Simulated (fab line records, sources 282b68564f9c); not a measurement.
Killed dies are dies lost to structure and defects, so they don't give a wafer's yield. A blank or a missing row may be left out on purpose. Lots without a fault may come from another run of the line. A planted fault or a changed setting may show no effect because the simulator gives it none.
Tool commonality check | flow rit_cmos | 14 lots, 42 wafers sampled

WHY IT WAS OPENED
At RIT_FOX1_THK_MEAS_01 the reading FOX1_OXIDE_THK is flagged on 2 of 14 lots. Wafers without a fault read 356 nm, standard deviation 7.4.
Rule: a lot is flagged when every wafer of it that has a number lies more than 4 standard deviations from that mean, or none has a number. The other lots count as sound.

lot  | measured    | on            | FOX1_OXIDE_THK (nm), wafer by wafer | flag
L890 | day 1 16:59 | film_metro-01 | 345 346 346                         |
L892 | day 2 04:22 | film_metro-01 | 366 360 366                         |
L893 | day 2 08:14 | film_metro-03 | 362 366 357                         |
L894 | day 2 13:08 | film_metro-04 | 352 341 345                         |
L895 | day 2 18:01 | film_metro-04 | 354 358 355                         |
L896 | day 2 22:52 | film_metro-04 | 363 356 366                         |
L898 | day 3 09:05 | film_metro-03 | 357 362 363                         |
L899 | day 3 13:50 | film_metro-01 | 371 372 363                         |
L901 | day 4 01:45 | film_metro-01 | 355 361 350                         |
L902 | day 4 06:05 | film_metro-03 | 355 367 357                         |
L903 | day 4 10:26 | film_metro-03 | 344 344 344                         |
L907 | day 5 08:58 | film_metro-01 | 344 351 352                         |
L909 | day 5 17:14 | film_metro-01 | 208 220 213                         | FLAGGED
L913 | day 6 12:14 | film_metro-03 | 222 215 215                         | FLAGGED
The numbers of the flagged lots are 216 nm on average: -140 nm against the usual, or -19 standard deviations.

WHICH TOOL RAN EACH LOT
The record holds 1 process step before the reading, out of a route of 202 steps. In each cell: the tool, then ch and the chambers that the sampled wafers went through, then the start.
lot  | flag    | RIT_FOX1_OXIDATION_00
L890 |         | furnace-01 ch 0, day 1 15:41
L892 |         | furnace-02 ch 0, day 2 03:03
L893 |         | furnace-02 ch 0, day 2 06:55
L894 |         | furnace-03 ch 0, day 2 11:49
L895 |         | furnace-02 ch 0, day 2 16:42
L896 |         | furnace-01 ch 0, day 2 21:32
L898 |         | furnace-02 ch 0, day 3 07:46
L899 |         | furnace-02 ch 0, day 3 12:31
L901 |         | furnace-02 ch 0, day 4 00:26
L902 |         | furnace-02 ch 0, day 4 04:46
L903 |         | furnace-01 ch 0, day 4 09:07
L907 |         | furnace-01 ch 0, day 5 07:38
L909 | FLAGGED | furnace-01 ch 0, day 5 15:55
L913 | FLAGGED | furnace-01 ch 0, day 6 10:55
What these steps do:
- RIT_FOX1_OXIDATION_00: target thk 350.7 nm, ox time 1130 s.
- RIT_FOX1_THK_MEAS_01

FLAGGED OVER TOTAL, TOOL BY TOOL (the gauges that took the reading come last)
step                  | tool          | lots run | flagged | share of the flagged lots | sound lots run after its first flagged lot
RIT_FOX1_OXIDATION_00 | furnace-01    | 6        | 2       | all                       | 0
RIT_FOX1_OXIDATION_00 | furnace-02    | 7        | 0       | none                      | -
RIT_FOX1_OXIDATION_00 | furnace-03    | 1        | 0       | none                      | -
RIT_FOX1_THK_MEAS_01  | film_metro-01 | 6        | 1       | some                      | 0
RIT_FOX1_THK_MEAS_01  | film_metro-03 | 5        | 1       | some                      | 0
RIT_FOX1_THK_MEAS_01  | film_metro-04 | 3        | 0       | none                      | -

WHAT THE TABLE ALLOWS
1 row of the table ran every flagged lot: furnace-01 at RIT_FOX1_OXIDATION_00.
- furnace-01 at RIT_FOX1_OXIDATION_00: 2 of its 6 lots flagged. Its last sound lot is L907 (day 5 07:38), its first flagged lot L909 (day 5 15:55): a fault that began between those two fits.
One tool is left: furnace-01 at RIT_FOX1_OXIDATION_00.

WHAT THE SIMULATOR HAD PUT IN
Process parameter drift: furnace-01, from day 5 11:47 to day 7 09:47, at RIT_FOX1_OXIDATION_00. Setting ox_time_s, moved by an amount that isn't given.
Lots struck among those shown: L909, L913. The rule above found the same.
